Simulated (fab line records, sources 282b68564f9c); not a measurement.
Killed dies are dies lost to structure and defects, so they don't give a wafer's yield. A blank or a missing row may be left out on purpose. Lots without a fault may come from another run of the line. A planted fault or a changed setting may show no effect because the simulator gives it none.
fab line records | flow rit_cmos
record lots=13 wafers=39 last_day=8
route steps=202 shown ACTIVE@1 PRETRO@74 GATE@96 M1@202
lots that met no fault: from a run of the same line without faults
start_h: hours from the record's first day to the start of the lot's first wafer shown | wait_h: hours since the lot's step before | " the same as in the row above | L1.1+2: a row that stands for several wafers | - no value, or no start given | * or withheld: withheld | < > ~ a bound
route shown NAME@n: a module of which the file shows steps, and the number in the route of the first | usual: mean/standard deviation of fault-free wafers | same: alike in all rows | chamber/n: place in a boat | sites: the reading at each site | _std_site: their standard deviation | _edge_site: outer sites' mean less inner sites' | radius_mm: how far each site lies from the wafer's centre | mask NAME#n: copy n | behind: the tool/chamber that last shaped the wafer | hold: why the lot was held/for how many hours/how that ended | device: the transistor (n, p or np) that didn't switch | end of line: the same wafers' tests at the end of the route | a step without rows: its recipe alone | killed: dies lost to structure and defects at the first sort, not the wafer's yield | map: a wafer's dies, x killed, . not, _ none there
set.NAME: the setting as run; set.NAME@STEP: as run at that earlier step | model.NAME: the simulator's own value behind a step, which no gauge read
steps of the route over a sample of lots; a table a step, a row a wafer
services: from which hour (start_h, from the record's first day; less than 0 if before it) a tool's chamber was out of use, for how many hours, and why
## steps
# step RIT_ACTIVE_BOW_MEAS_00
# recipe mode=bow
# usual INCOMING_BOW=-1/6.1
# columns lot.wafer tool chamber start_h wait_h INCOMING_BOW[um]
L540.2 film_metro-01 - 10.02 - 0
L540.5 " - " " 1
L540.6 " - " " -4
L541.1 film_metro-01 - 15.00 - 5
L541.4 " - " " -8
L541.6 " - " " 4
L542.2 film_metro-02 - 20.02 - -5
L542.5 " - " " 2
L542.6 " - " " -12
L543.2 film_metro-03 - 25.02 - 0
L543.3 " - " " 2
L543.6 " - " " -9
L544.1 film_metro-02 - 30.00 - -4
L544.2 " - " " -10
L544.6 " - " " 1
L545.2 film_metro-03 - 35.02 - 3
L545.4 " - " " 3
L545.6 " - " " 1
L546.1 film_metro-03 - 40.00 - -9
L546.4 " - " " -9
L546.6 " - " " -8
L547.1 film_metro-01 - 45.00 - 3
L547.4 " - " " 8
L547.6 " - " " -1
L548.1 film_metro-03 - 50.00 - 0
L548.2 " - " " 5
L548.3 " - " " -11
L552.2 film_metro-02 - 70.02 - -8
L552.4 " - " " -1
L552.5 " - " " -6
L561.2 film_metro-01 - 115.02 - -13
L561.4 " - " " -1
L561.6 " - " " -9
L562.2 film_metro-02 - 120.02 - 6
L562.3 " - " " 3
L562.5 " - " " -10
L563.1 film_metro-02 - 125.00 - 2
L563.3 " - " " 2
L563.6 " - " " -6
# step RIT_ACTIVE_EXPOSE_08
# recipe mask_id=M1 na=0.6 source_shape=conventional sigma_outer=0.6 target_cd_nm=1400 dose_mj=225
# usual exposure_dose_mJ_cm2=225.00/0.2 stage_vel_mm_s=499.99/0.24
# columns lot.wafer tool chamber start_h wait_h mask exposure_dose_mJ_cm2 stage_vel_mm_s
L540.2 iline_stepper-02 0 14.06 0.1 M1#0 225.20 499.29
L540.5 " 0 " " M1#0 224.88 499.72
L540.6 " 0 " " M1#0 225.15 499.86
L541.1 iline_stepper-01 0 20.71 0.2 M1#0 225.02 500.19
L541.4 " 0 " " M1#0 225.22 499.68
L541.6 " 0 " " M1#0 225.04 500.02
L542.2 iline_stepper-01 0 24.06 0.1 M1#0 225.06 500.04
L542.5 " 0 " " M1#0 224.76 500.14
L542.6 " 0 " " M1#0 224.91 499.93
L543.2 iline_stepper-01 0 30.03 0.1 M1#0 224.94 500.08
L543.3 " 0 " " M1#0 225.17 499.72
L543.6 " 0 " " M1#0 224.87 500.05
L544.1 iline_stepper-02 0 35.21 0.2 M1#0 224.97 499.94
L544.2 " 0 " " M1#0 225.09 500.52
L544.6 " 0 " " M1#0 224.82 500.30
L545.2 iline_stepper-02 0 43.68 0.1 M1#0 225.42 500.17
L545.4 " 0 " " M1#0 225.31 499.92
L545.6 " 0 " " M1#0 225.56 500.06
L546.1 iline_stepper-02 0 45.12 0.1 M1#0 224.84 499.65
L546.4 " 0 " " M1#0 225.06 499.65
L546.6 " 0 " " M1#0 224.95 499.91
L547.1 iline_stepper-02 0 49.10 0.1 M1#0 225.25 499.75
L547.4 " 0 " " M1#0 225.30 499.91
L547.6 " 0 " " M1#0 225.27 499.92
L548.1 iline_stepper-01 0 55.13 0.2 M1#0 225.15 500.16
L548.2 " 0 " " M1#0 225.07 500.17
L548.3 " 0 " " M1#0 224.95 500.22
L552.2 iline_stepper-02 0 76.67 0.2 M1_R1#0 225.06 500.10
L552.4 " 0 " " M1_R1#0 225.05 500.31
L552.5 " 0 " " M1_R1#0 224.89 499.99
L561.2 iline_stepper-02 0 119.80 0.1 M1#0 224.71 499.87
L561.4 " 0 " " M1#0 224.93 500.30
L561.6 " 0 " " M1#0 224.56 499.98
L562.2 iline_stepper-02 0 126.23 0.1 M1#0 224.81 499.69
L562.3 " 0 " " M1#0 224.91 499.73
L562.5 " 0 " " M1#0 224.79 499.87
L563.1 iline_stepper-02 0 130.51 0.1 M1#0 224.82 500.02
L563.3 " 0 " " M1#0 225.03 499.94
L563.6 " 0 " " M1#0 224.96 499.65
# step RIT_ACTIVE_CD_MEAS_11
# recipe target_cd_nm=1400
# usual cd_nm=1400.1/1.5
# columns lot.wafer tool chamber start_h wait_h cd_nm
L540.2 cd_sem-01 - 14.46 - 1398.8
L540.5 " - " " 1398.7
L540.6 " - " " 1399.1
L541.1 cd_sem-01 - 21.11 - 1399.4
L541.4 " - " " 1399.3
L541.6 " - " " 1399.9
L542.2 cd_sem-01 - 24.46 - 1399.2
L542.5 " - " " 1397.6
L542.6 " - " " 1399.6
L543.2 cd_sem-01 - 30.44 - 1403.1
L543.3 " - " " 1400.1
L543.6 " - " " 1402.2
L544.1 cd_sem-01 - 35.72 - 1399.3
L544.2 " - " " 1400.3
L544.6 " - " " 1398.4
L545.2 cd_sem-02 - 44.08 - 1401.6
L545.4 " - " " 1400.4
L545.6 " - " " 1401.3
L546.1 cd_sem-02 - 45.52 - 1398.3
L546.4 " - " " 1397.3
L546.6 " - " " 1399.6
L547.1 cd_sem-02 - 49.50 - 1402.5
L547.4 " - " " 1400.4
L547.6 " - " " 1402.0
L548.1 cd_sem-02 - 55.53 - 1400.6
L548.2 " - " " 1399.9
L548.3 " - " " 1399.5
L552.2 cd_sem-02 - 77.07 - 1550.4
L552.4 " - " " 1548.4
L552.5 " - " " 1548.0
L561.2 cd_sem-01 - 120.21 - 1400.0
L561.4 " - " " 1400.2
L561.6 " - " " 1399.9
L562.2 cd_sem-02 - 126.63 - 1400.4
L562.3 " - " " 1400.7
L562.5 " - " " 1399.4
L563.1 cd_sem-02 - 130.91 - 1401.8
L563.3 " - " " 1400.6
L563.6 " - " " 1400.7
# step RIT_PRETRO_TW_MEAS_10
# usual PRETRO_TW=476/4.7
# columns lot.wafer tool chamber start_h wait_h PRETRO_TW
L540.2 film_metro-03 - 34.66 0.1 469
L540.5 " - " " 466
L540.6 " - " " 467
L541.1 film_metro-04 - 42.05 0.1 482
L541.4 " - " " 480
L541.6 " - " " 480
L542.2 film_metro-03 - 43.30 0.1 473
L542.5 " - " " 470
L542.6 " - " " 470
L543.2 film_metro-04 - 52.67 0.1 480
L543.3 " - " " 480
L543.6 " - " " 481
L544.1 film_metro-04 - 57.34 0.1 480
L544.2 " - " " 479
L544.6 " - " " 483
L545.2 film_metro-02 - 63.05 0.1 477
L545.4 " - " " 480
L545.6 " - " " 480
L546.1 film_metro-03 - 63.29 0.1 471
L546.4 " - " " 472
L546.6 " - " " 472
L547.1 film_metro-04 - 68.96 0.1 482
L547.4 " - " " 483
L547.6 " - " " 482
L548.1 film_metro-02 - 74.41 0.1 477
L548.2 " - " " 479
L548.3 " - " " 478
L552.2 film_metro-02 - 94.47 0.1 478
L552.4 " - " " 479
L552.5 " - " " 480
L561.2 film_metro-03 - 138.64 0.1 474
L561.4 " - " " 471
L561.6 " - " " 472
L562.2 film_metro-03 - 144.68 0.1 469
L562.3 " - " " 470
L562.5 " - " " 469
L563.1 film_metro-03 - 149.06 0.1 470
L563.3 " - " " 471
L563.6 " - " " 470
# step RIT_GATE_STRIP_20
# recipe chemistry=O2 time_s=180 resist=NOVOLAK platen_temp_c=withheld power_w=500 pressure_mtorr=4000 o2_flow_sccm=4000
# usual drypump_motor_current_A=5.5/0.49
# columns lot.wafer tool chamber start_h wait_h drypump_motor_current_A rf_hours_counter_h
L540.2 plasma_asher-02 1 44.78 0.1 6.0 38
L540.5 " 1 " " 6.0 -
L540.6 " 0 " " 5.3 -
L541.1 plasma_asher-04 0 48.56 0.1 6.3 41
L541.4 " 0 " " 6.3 -
L541.6 " 1 " " 5.7 -
L542.2 plasma_asher-03 0 48.71 0.1 4.8 39
L542.5 " 0 " " 4.9 -
L542.6 " 1 " " 5.3 -
L543.2 plasma_asher-03 0 58.53 0.1 4.9 40
L543.3 " 1 " " 5.3 -
L543.6 " 0 " " 4.9 -
L544.1 plasma_asher-02 1 63.39 0.1 6.0 40
L544.2 " 0 " " 5.3 40
L544.6 " 1 " " 6.0 -
L545.2 plasma_asher-03 0 68.45 0.1 4.8 42
L545.4 " 0 " " 4.9 -
L545.6 " 0 " " 4.9 -
L546.1 plasma_asher-02 1 70.86 0.1 6.1 41
L546.4 " 1 " " 6.0 -
L546.6 " 0 " " 5.3 -
L547.1 plasma_asher-04 0 77.03 0.1 6.3 44
L547.4 " 0 " " 6.3 -
L547.6 " 1 " " 5.7 -
L548.1 plasma_asher-02 0 80.96 0.1 5.3 42
L548.2 " 1 " " 6.0 42
L548.3 " 0 " " 5.3 -
L552.2 plasma_asher-04 0 102.22 0.1 6.3 47
L552.4 " 0 " " 6.3 -
L552.5 " 0 " " 6.3 -
L561.2 plasma_asher-03 0 146.17 0.1 4.8 50
L561.4 " 0 " " 4.8 -
L561.6 " 1 " " 5.4 -
L562.2 plasma_asher-02 1 151.22 0.1 6.1 4
L562.3 " 1 " " 6.1 -
L562.5 " 0 " " 5.3 -
L563.1 plasma_asher-03 0 156.36 0.1 4.9 51
L563.3 " 0 " " 4.9 -
L563.6 " 0 " " 4.9 -
# step RIT_M1_PROBE_99
# usual killed_at_contacts=0.1/0.31 killed_at_front_end=6.3/2.7 killed_dies=6.4/2.7 killed_on_rim=1.7/1.4 killed_open=3.3/2 killed_short=3/1.8
# same gross_dies=264 killed_at_M0_to_M3=0 killed_at_M4_up=0 killed_at_back_side=0 killed_at_other=0
# columns lot.wafer tool chamber start_h wait_h killed_at_contacts killed_at_front_end killed_dies killed_on_rim killed_open killed_short
L552.2 prober-02 - 122.31 0.1 0 9 9 7 2 2
L552.4 prober-02 - 122.41 0.2 0 20 20 13 10 3
L552.5 prober-02 - 122.46 0.2 0 8 8 6 3 0
L562.2 prober-02 - 173.11 0.1 0 7 7 2 2 5
L562.3 prober-02 - 173.16 0.2 0 8 8 0 4 4
L562.5 prober-02 - 173.26 0.2 0 6 6 2 3 3
L563.1 prober-01 - 179.76 0.1 0 1 1 0 1 0
L563.3 prober-01 - 179.86 0.2 1 5 6 0 2 4
L563.6 prober-01 - 180.01 0.2 0 7 7 3 5 2
# killed by level:class
L552.2 ACTIVE:area_expose=5 GATE:geometric_particle:open=2 GATE:geometric_particle:short=1 SILICIDE:geometric_particle:short=1
L552.4 GATE:geometric_particle:open=7 ACTIVE:area_expose=7 SILICIDE:geometric_particle:open=2 FOX1:geometric_particle:short=1 REOX:geometric_particle:open=1 SPACER:geometric_particle:short=1 SILICIDE:geometric_particle:short=1
L552.5 ACTIVE:area_expose=5 GATE:geometric_particle:open=2 REOX:geometric_particle:open=1
L562.2 GATE:geometric_particle:short=2 SPACER:geometric_particle:short=2 SPACER:geometric_particle:open=1 SILICIDE:geometric_particle:short=1 SILICIDE:geometric_particle:open=1
L562.3 GATE:geometric_particle:open=2 GATE:geometric_particle:short=2 FOX2:geometric_particle:open=1 SPACER:geometric_particle:short=1 SPACER:geometric_particle:open=1 SILICIDE:geometric_particle:short=1
L562.5 GATE:geometric_particle:open=2 FOX1:geometric_particle:open=1 FOX2:geometric_particle:short=1 GATE:geometric_particle:short=1 SPACER:geometric_particle:short=1
L563.1 GATE:geometric_particle:open=1
L563.3 GATE:geometric_particle:short=3 FOX1:geometric_particle:short=1 SPACER:geometric_particle:open=1 CONTACT:geometric_particle:open=1
L563.6 GATE:geometric_particle:open=3 GATE:geometric_particle:short=2 FOX1:geometric_particle:open=1 REOX:geometric_particle:open=1
## services
# columns tool chamber start_h hours kind
plasma_asher-03 - -7.98 3.2 repair
plasma_asher-02 - -6.40 18.2 pm
iline_stepper-01 - -3.82 1.7 pm
plasma_asher-02 - 11.82 2.8 pm
plasma_asher-04 - 68.49 0.4 repair
iline_stepper-01 - 81.64 1.3 repair
iline_stepper-02 - 103.32 1.7 pm
plasma_asher-02 - 108.75 9.0 pm
plasma_asher-02 0 108.75 9.0 vent_cycle
plasma_asher-02 1 108.75 9.0 vent_cycle
plasma_asher-02 0 117.75 - clean
plasma_asher-02 1 117.75 - clean
plasma_asher-04 - 144.55 14.6 pm
plasma_asher-03 - 153.05 2.8 pm
## key
first_sign step=RIT_ACTIVE_EXPOSE_08 reading=mask direction=changed
effect step=RIT_ACTIVE_CD_MEAS_11 reading=cd_nm direction=up sigmas=97 usual=1400.1 struck=1548.9
effect step=RIT_M1_PROBE_99 reading=killed_at_front_end direction=up sigmas=2.2 usual=6.3 struck=12.3 wafers_moved=1
more_kills_born_at RIT_ACTIVE_EXPOSE_08@iline_stepper-02=17
met_at RIT_ACTIVE_EXPOSE_08
struck_lots L552
tester_left_out L552
not_acting_at RIT_ACTIVE_BOW_MEAS_00,RIT_PRETRO_TW_MEAS_10,RIT_GATE_STRIP_20
onset_between 49.10 76.67
fault kind=wrong_mask tool=any chamber=- onset_h=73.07 steps=RIT_ACTIVE_EXPOSE_08 aux_copy=M1_R1#0 cd_offset_nm=150 scope=struck_lots_only
# tester_left_out: of these lots the tester's yield and bins aren't shown, on N5 and GAA mostly nor the transistor test; their killed dies are dies lost to structure and defects alone, not to doping, threshold or leakage, so they don't give the yield
